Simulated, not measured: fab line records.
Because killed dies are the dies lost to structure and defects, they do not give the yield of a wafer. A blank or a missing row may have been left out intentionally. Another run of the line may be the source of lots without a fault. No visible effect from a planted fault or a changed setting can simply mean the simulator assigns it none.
Which tool was responsible? :: flow berkeley cmos170 :: Sampling: 15 lots, 45 wafers, 4 of 331 route steps

== WHAT THE GAUGES READ, wafer by wafer ==
UCB170_NWELL_TW_MEAS_16. Usual: NWELL_TW 1254, standard deviation 13.
lot: L569
measured: day 3 02:55
on: film metro-03
NWELL_TW: 1259 1255 1257
flag: 

lot: L570
measured: day 3 02:44
on: film metro-03
NWELL_TW: 1254 1251 1257
flag: 

lot: L571
measured: day 3 11:19
on: film metro-01
NWELL_TW: 1277 1269 1270
flag: 

lot: L572
measured: day 3 11:25
on: film metro-03
NWELL_TW: 1261 1258 1258
flag: 

lot: L573
measured: day 3 17:35
on: film metro-03
NWELL_TW: 1256 1260 1256
flag: 

lot: L575
measured: day 3 23:17
on: film metro-04
NWELL_TW: 1235 1238 1232
flag: 

lot: L576
measured: day 4 11:02
on: film metro-01
NWELL_TW: 1270 1272 1273
flag: 

lot: L577
measured: day 4 18:39
on: film metro-04
NWELL_TW: 1250 1246 1247
flag: 

lot: L578
measured: day 5 02:59
on: film metro-03
NWELL_TW: 1251 1251 1249
flag: 

lot: L580
measured: day 5 13:02
on: film metro-04
NWELL_TW: 1235 1237 1238
flag: 

lot: L581
measured: day 5 13:06
on: film metro-04
NWELL_TW: 1541 1538 1541
flag: OFF

lot: L582
measured: day 5 22:10
on: film metro-03
NWELL_TW: 1244 1249 1253
flag: 

lot: L584
measured: day 6 06:26
on: film metro-04
NWELL_TW: 1545 1554 1550
flag: OFF

lot: L586
measured: day 6 13:06
on: film metro-01
NWELL_TW: 1583 1586 1586
flag: OFF

lot: L587
measured: day 6 16:53
on: film metro-01
NWELL_TW: 1268 1270 1274
flag: 

UCB170_ACTIVE_THK_MEAS_06. Usual: ACTIVE_NITRIDE_THK 220.5 nm, standard deviation 2.1.
lot: L569
measured: day 5 14:22
on: film metro-04
ACTIVE_NITRIDE_THK (nm): 218.0 216.5 218.5
flag: 

lot: L570
measured: day 5 14:23
on: film metro-02
ACTIVE_NITRIDE_THK (nm): 219.4 219.3 218.6
flag: 

lot: L571
measured: day 5 14:26
on: film metro-02
ACTIVE_NITRIDE_THK (nm): 221.2 222.2 221.4
flag: 

lot: L572
measured: day 5 14:22
on: film metro-03
ACTIVE_NITRIDE_THK (nm): 220.9 220.2 219.6
flag: 

lot: L573
measured: day 5 22:40
on: film metro-04
ACTIVE_NITRIDE_THK (nm): 218.1 219.4 219.1
flag: 

lot: L575
measured: day 5 22:39
on: film metro-02
ACTIVE_NITRIDE_THK (nm): 218.1 219.4 219.1
flag: 

lot: L576
measured: day 6 20:46
on: film metro-04
ACTIVE_NITRIDE_THK (nm): 221.9 222.5 222.6
flag: 

lot: L577
measured: day 7 04:08
on: film metro-04
ACTIVE_NITRIDE_THK (nm): 223.2 222.8 221.7
flag: 

lot: L578
measured: day 7 13:17
on: film metro-03
ACTIVE_NITRIDE_THK (nm): 219.8 222.7 221.6
flag: 

lot: L580
measured: day 7 13:20
on: film metro-04
ACTIVE_NITRIDE_THK (nm): 223.0 222.9 224.5
flag: 

lot: L581
measured: day 7 13:17
on: film metro-02
ACTIVE_NITRIDE_THK (nm): 221.5 221.7 221.9
flag: 

lot: L582
measured: day 8 03:38
on: film metro-03
ACTIVE_NITRIDE_THK (nm): 224.0 223.4 222.3
flag: 

lot: L584
measured: day 8 14:43
on: film metro-03
ACTIVE_NITRIDE_THK (nm): 217.6 218.3 217.2
flag: 

lot: L586
measured: day 8 14:44
on: film metro-04
ACTIVE_NITRIDE_THK (nm): 216.7 218.0 218.6
flag: 

lot: L587
measured: day 9 02:34
on: film metro-03
ACTIVE_NITRIDE_THK (nm): 220.5 219.8 219.8
flag: 

== WHICH TOOL RAN EACH LOT (tool, then ch and the chambers of the sampled wafers, then the start) ==
lot: L569
UCB170_ZERO_ETCH_06: rie diel-04 ch 1,3, day 2 11:43
UCB170_NWELL_IMPLANT_14: implanter-01 ch 0, day 3 02:37

lot: L570
UCB170_ZERO_ETCH_06: rie diel-02 ch 1,2, day 2 12:00
UCB170_NWELL_IMPLANT_14: implanter-01 ch 0, day 3 02:29

lot: L571
UCB170_ZERO_ETCH_06: rie diel-01 ch 0,3, day 2 19:28
UCB170_NWELL_IMPLANT_14: implanter-01 ch 0, day 3 11:05

lot: L572
UCB170_ZERO_ETCH_06: rie diel-04 ch 1,2,3, day 2 19:42
UCB170_NWELL_IMPLANT_14: implanter-04 ch 0, day 3 11:10

lot: L573
UCB170_ZERO_ETCH_06: rie diel-02 ch 0,1,2, day 3 05:20
UCB170_NWELL_IMPLANT_14: implanter-04 ch 0, day 3 17:21

lot: L575
UCB170_ZERO_ETCH_06: rie diel-04 ch 0,2,3, day 3 09:52
UCB170_NWELL_IMPLANT_14: implanter-01 ch 0, day 3 23:02

lot: L576
UCB170_ZERO_ETCH_06: rie diel-04 ch 1,2,3, day 3 17:53
UCB170_NWELL_IMPLANT_14: implanter-04 ch 0, day 4 10:48

lot: L577
UCB170_ZERO_ETCH_06: rie diel-04 ch 1,2,3, day 3 23:27
UCB170_NWELL_IMPLANT_14: implanter-01 ch 0, day 4 18:24

lot: L578
UCB170_ZERO_ETCH_06: rie diel-01 ch 0,1, day 4 05:50
UCB170_NWELL_IMPLANT_14: implanter-01 ch 0, day 5 02:44

lot: L580
UCB170_ZERO_ETCH_06: rie diel-01 ch 0,1,3, day 4 20:30
UCB170_NWELL_IMPLANT_14: implanter-01 ch 0, day 5 12:47

lot: L581
UCB170_ZERO_ETCH_06: rie diel-02 ch 0,1, day 4 20:44
UCB170_NWELL_IMPLANT_14: implanter-04 ch 0, day 5 12:32

lot: L582
UCB170_ZERO_ETCH_06: rie diel-01 ch 0,1,2, day 5 05:05
UCB170_NWELL_IMPLANT_14: implanter-04 ch 0, day 5 21:55

lot: L584
UCB170_ZERO_ETCH_06: rie diel-02 ch 1,2,3, day 5 14:56
UCB170_NWELL_IMPLANT_14: implanter-04 ch 0, day 6 05:52

lot: L586
UCB170_ZERO_ETCH_06: rie diel-01 ch 0,2,3, day 5 21:10
UCB170_NWELL_IMPLANT_14: implanter-04 ch 0, day 6 12:34

lot: L587
UCB170_ZERO_ETCH_06: rie diel-02 ch 1,2, day 6 02:00
UCB170_NWELL_IMPLANT_14: implanter-04 ch 0, day 6 16:38
- UCB170_ZERO_ETCH_06: etches SiO2 in CHF3/CF4/Ar, time 12 s.
- UCB170_NWELL_IMPLANT_14

== WHAT THE TOOLS THEMSELVES READ (means of the sampled wafers that have a number; where no wafer has one, the mark that the record gives instead) ==
UCB170_ZERO_ETCH_06. Usual: drypump motor current A 5.6 A, standard deviation 0.55; oes product au 0.617 a.u., standard deviation 0.01; throttle valve pct 9.28 %, standard deviation 0.11.
lot: L569
tool: rie diel-04
drypump motor current A (A): 6.1
oes product au (a.u.): 0.618
throttle valve pct (%): 9.37
flag: 

lot: L570
tool: rie diel-02
drypump motor current A (A): 5.8
oes product au (a.u.): 0.620
throttle valve pct (%): 9.39
flag: 

lot: L571
tool: rie diel-01
drypump motor current A (A): 5.1
oes product au (a.u.): 0.611
throttle valve pct (%): 9.13
flag: 

lot: L572
tool: rie diel-04
drypump motor current A (A): 6.1
oes product au (a.u.): 0.619
throttle valve pct (%): 9.32
flag: 

lot: L573
tool: rie diel-02
drypump motor current A (A): 5.7
oes product au (a.u.): 0.614
throttle valve pct (%): 9.35
flag: 

lot: L575
tool: rie diel-04
drypump motor current A (A): 6.0
oes product au (a.u.): 0.618
throttle valve pct (%): 9.36
flag: 

lot: L576
tool: rie diel-04
drypump motor current A (A): 6.0
oes product au (a.u.): 0.620
throttle valve pct (%): 9.31
flag: 

lot: L577
tool: rie diel-04
drypump motor current A (A): 6.0
oes product au (a.u.): 0.621
throttle valve pct (%): 9.32
flag: 

lot: L578
tool: rie diel-01
drypump motor current A (A): 5.3
oes product au (a.u.): 0.620
throttle valve pct (%): 9.17
flag: 

lot: L580
tool: rie diel-01
drypump motor current A (A): 5.0
oes product au (a.u.): 0.619
throttle valve pct (%): 9.19
flag: 

lot: L581
tool: rie diel-02
drypump motor current A (A): 5.5
oes product au (a.u.): 0.612
throttle valve pct (%): 9.33
flag: 

lot: L582
tool: rie diel-01
drypump motor current A (A): 5.4
oes product au (a.u.): 0.621
throttle valve pct (%): 9.24
flag: 

lot: L584
tool: rie diel-02
drypump motor current A (A): 5.4
oes product au (a.u.): 0.612
throttle valve pct (%): 9.32
flag: 

lot: L586
tool: rie diel-01
drypump motor current A (A): 5.5
oes product au (a.u.): 0.621
throttle valve pct (%): 9.16
flag: 

lot: L587
tool: rie diel-02
drypump motor current A (A): 5.4
oes product au (a.u.): 0.618
throttle valve pct (%): 9.40
flag: 

== THE ANSWER, worked out from the rows above alone ==
Rule: take the mean of a lot's wafers that have a number; if it is more than 3 standard deviations from the usual mean, the lot is off. Also off: a lot with no number at a reading for which 4 or more lots have one. Any other lot the step has rows for is counted as sound. First the gauges in route order, then the tools' own readings, where a lot's mean is used as printed above. The first step at which some lot is off is used, and at that step the reading that is off furthest; a lot without a number counts as furthest.
Off: L581, L584, L586, seen at UCB170_NWELL_TW_MEAS_16 (NWELL_TW).
A tool fits if, at a process step before that reading, it ran every lot that is off, and no sound lot after the first of them. Gauges at UCB170_NWELL_TW_MEAS_16: tried the same way as those tools. Of those tried, none fits.

== WHAT THE SIMULATOR HAD INSERTED ==
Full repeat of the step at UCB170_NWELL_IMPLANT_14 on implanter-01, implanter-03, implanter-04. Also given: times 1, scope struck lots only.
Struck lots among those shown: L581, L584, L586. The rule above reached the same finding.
